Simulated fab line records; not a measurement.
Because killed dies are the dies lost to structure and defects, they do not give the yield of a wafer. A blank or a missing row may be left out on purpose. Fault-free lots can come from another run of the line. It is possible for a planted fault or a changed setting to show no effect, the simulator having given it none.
A struck lot beside a sound one -- flow ritCmos -- 45 out of 202 route steps
Sound: wafers L518.2, L518.3, L518.6. The struck wafers were L525.2, L525.3, L525.5. The cause comes at the end.
At each step with rows: each side's tool, then ch and its chambers, then its first start. Under that, the readings that differ: sound wafers -- struck wafers -- difference of the means -- sigmas: that difference in standard deviations of wafers without a fault.
alike: a reading whose means differ by less than 2 such deviations, as well as words and numbers matching on both sides. not compared: withheld readings; readings where some wafer has no value; bounds like >300 that might hide an equal value; numbers whose values overlap and for which the record gives no deviation.
Wherever a step has rows on one side only, a row that says differs or no value, or a row with sigmas, the two part there. When numbers do not overlap yet have no deviation, they are printed without sigmas and do not part them. A reading missing from all wafers of one side parts the sides only when that side holds two or more wafers.

first, 1 step without rows for these wafers: RIT_ACTIVE_DEVELOP_10 (develop time 50 s).
RIT_ACTIVE_CD_MEAS_11 targets a cd of 1400 nm.
  sound: cdSem-01 at day 2 05:39; struck: cdSem-01 at day 3 16:41
  alike: cdNm
then, 1 step without rows for these wafers: RIT_ACTIVE_HARDBAKE_12 (time 60 s).
RIT_ACTIVE_ETCH_13: etches Si3N4 in SF6, stops on SiO2, time 210 s, target depth 210 nm.
  sound on rieDiel-01 ch 2,3, day 2 05:54; struck on rieDiel-04 ch 1,2, day 3 16:56
  alike: SF6_flow_sccm, chamberPressureMTorr, drypumpMotorCurrentA, oesProductAu, throttleValvePct
  not compared: rfHoursCounterH
RIT_ACTIVE_STRIP_14: strips in O2, time 180 s.
  sound on plasmaAsher-04 ch 0, day 2 06:02; struck on plasmaAsher-03 ch 0,1, day 3 17:04
  alike: chamberPressureMTorr, drypumpMotorCurrentA
  not compared: rfHoursCounterH
RIT_ACTIVE_CD_MEAS_90 targets a cd of 1400 nm.
  sound: cdSem-01 at day 2 06:13; struck: cdSem-01 at day 3 17:16
  alike: cdNm
then, 4 steps without rows for these wafers: RIT_ACTIVE_CLEAN_15 (cleans in SC1, time 600 s); RIT_ACTIVE_CLEAN_16 (cleans in dHF, time 30 s); RIT_ACTIVE_CLEAN_17 (cleans in SC2, time 600 s); RIT_FOX1_OXIDATION_00 (target thk 350.7 nm, ox time 1130 s).
RIT_FOX1_THK_MEAS_01:
  sound: filmMetro-03 at day 2 08:03; struck: filmMetro-03 at day 3 19:03
  alike: FOX1_OXIDE_THK
then, 1 step without rows for these wafers: RIT_FOX1_WET_ETCH_02 (etches SiO2 in BOE, target depth 350 nm, time 390 s).
RIT_FOX2_OXIDATION_00: target thk 350.7 nm, ox time 1130 s.
  sound on furnace-01 ch 0, day 2 08:14; struck on furnace-02 ch 0, day 3 19:34
reading,sound,struck,difference,sigmas
spikeTcCentreC (C),1101.3 1103.0 1104.1,1078.1 1079.2 1079.0,-24.0,-18
spikeTcLoadC (C),1131 1129 1131,1104 1103 1103,-27,-7
spikeTcSourceC (C),1128.5 1128.3 1128.0,1105.2 1106.6 1105.3,-22.6,-21
tubeCenterTempC (C),1099.9 1100 1100,1075.2 1075 1075.1,-24.9,-99 or more
tube_center_temp_C_max,1103.0 1103.0 1102.5,1077.9 1077.6 1078.1,-25.0,-48
model.SiO2_of_FOX2_OXIDATION_00.thkNm (nm),350 347 349.6,300.3 302.3 307.3,-45.6,
RIT_FOX2_THK_MEAS_01:
  sound: filmMetro-03 at day 2 09:33; struck: filmMetro-03 at day 3 20:53
reading,sound,struck,difference,sigmas
FOX2_OXIDE_THK (nm),350 347 350,300 302 307,-46,-9
then, 2 steps without rows for these wafers: RIT_FOX2_CLEAN_02 (cleans in dHF, time 180 s); RIT_FOX2_WET_ETCH_03 (etches Si3N4 in H3PO4, target depth 195 nm, time 2700 s).
RIT_FOX2_THK_MEAS_90:
  sound: filmMetro-02 at day 2 10:26; struck: filmMetro-01 at day 3 21:46
reading,sound,struck,difference,sigmas
FIELD_OXIDE_LEFT_1_THK (nm),322 319 322,273 275 280,-45,-9
then, 6 steps without rows for these wafers: RIT_NWELL_HMDS_00 (prime time 60 s); RIT_NWELL_COAT_01 (resist thk 1300 nm); RIT_NWELL_SOFTBAKE_02 (time 60 s); RIT_NWELL_EXPOSE_03 (exposes mask M2, target cd 43900 nm); RIT_NWELL_PEB_04; RIT_NWELL_DEVELOP_05 (develop time 68 s).
RIT_NWELL_OVL_MEAS_06:
  sound: overlay-02 at day 2 11:22; struck: overlay-02 at day 3 22:47
  alike: NWELL_OVL
then, 2 steps without rows for these wafers: RIT_NWELL_HARDBAKE_07 (time 120 s); RIT_NWELL_IMPLANT_08.
RIT_NWELL_STRIP_09: strips in O2, time 180 s.
  sound on plasmaAsher-02 ch 0,1, day 2 11:48; struck on plasmaAsher-03 ch 1, day 3 23:13
  alike: chamberPressureMTorr, drypumpMotorCurrentA
  not compared: rfHoursCounterH
RIT_NWELL_TW_MEAS_10:
  sound: filmMetro-02 at day 2 11:59; struck: filmMetro-03 at day 3 23:23
  alike: NWELL_TW
then, 6 steps without rows for these wafers: RIT_PWELL_HMDS_00 (prime time 60 s); RIT_PWELL_COAT_01 (resist thk 1300 nm); RIT_PWELL_SOFTBAKE_02 (time 60 s); RIT_PWELL_EXPOSE_03 (exposes mask M3, target cd 43700 nm); RIT_PWELL_PEB_04; RIT_PWELL_DEVELOP_05 (develop time 68 s).
RIT_PWELL_OVL_MEAS_06:
  sound: overlay-01 at day 2 12:55; struck: overlay-02 at day 4 00:20
  alike: PWELL_OVL
then, 2 steps without rows for these wafers: RIT_PWELL_HARDBAKE_07 (time 120 s); RIT_PWELL_IMPLANT_08.
RIT_PWELL_STRIP_09: strips in O2, time 180 s.
  sound on plasmaAsher-04 ch 1, day 2 13:21; struck on plasmaAsher-04 ch 0,1, day 4 00:46
  alike: chamberPressureMTorr, drypumpMotorCurrentA
  not compared: rfHoursCounterH
RIT_PWELL_TW_MEAS_10:
  sound: filmMetro-03 at day 2 13:32; struck: filmMetro-03 at day 4 00:56
  alike: PWELL_TW
then, 1 step without rows for these wafers: RIT_WELLDRIVE_ANNEAL_00 (time 14700 s).
RIT_WELLDRIVE_RS_MEAS_01: measures by four-point-probe.
  sound: filmMetro-03 at day 2 18:49; struck: filmMetro-03 at day 4 06:41
  alike: NWELL_RS
RIT_WELLDRIVE_RS_MEAS_02: measures by four-point-probe.
  sound: filmMetro-03 at day 2 18:56; struck: filmMetro-03 at day 4 06:48
  alike: PWELL_RS
RIT_FOX2_THK_MEAS_91:
  sound: filmMetro-01 at day 2 22:45; struck: filmMetro-02 at day 4 10:34
reading,sound,struck,difference,sigmas
FIELD_OXIDE_LEFT_2_THK (nm),255 252 255,204 206 211,-47,-9
RIT_SILICIDE_WET_ETCH_00: etches SiO2 in BOE, target depth 14 nm, time 15 s.
  sound on wetBench-03 ch 2, day 3 17:32; struck on wetBench-04 ch 2, day 5 03:54
reading,sound,struck,difference,sigmas
model.SiO2_of_FOX2_OXIDATION_00.thkNm (nm),150.3 147.4 149.7,99.09 100.6 105.1,-47.54,
RIT_M1_PROBE_99:
  sound: prober-01 at day 4 01:37; struck: prober-01 at day 5 11:00
reading,sound,struck,difference,sigmas
model.etest.pldd.widthNm (nm),3170 3163 3157,3224 3226 3218,+59,
model.etest.nldd.widthNm (nm),3164 3155 3172,3217 3210 3206,+47,
model.etest.nplusSal.widthNm (nm),3440 3449 3473,3483 3492 3478,+30,
model.etest.pwell.rsOhmSq,419.2 419 413.4,404.8 400 403.5,-14.4,
model.etest.fieldN.vtV (V),34.91 34.57 34.88,27.6 27.86 28.59,-6.8,
model.etest.fieldPMetal.vtV (V),-27.84 -27.68 -27.99,-35.29 -35.18 -34.37,-7.11,
model.etest.isoNwellNwell.bvV (V),22.25 21.88 22.03,21.08 20.99 21.17,-0.97,
  alike: killedAtFrontEnd, killedDies, killedOpen, killedShort
  not compared: model.etest.pplusSal.widthNm

## WHERE THEY PART
Earliest at RIT_FOX2_OXIDATION_00; latest, in this record, at RIT_FOX2_THK_MEAS_91. Later steps at which nothing parts them and some readings are alike: RIT_M1_PROBE_99.

WHY: whatever the simulator had introduced
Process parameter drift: furnace-02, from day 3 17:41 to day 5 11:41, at RIT_FOX2_OXIDATION_00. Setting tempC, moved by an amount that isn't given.
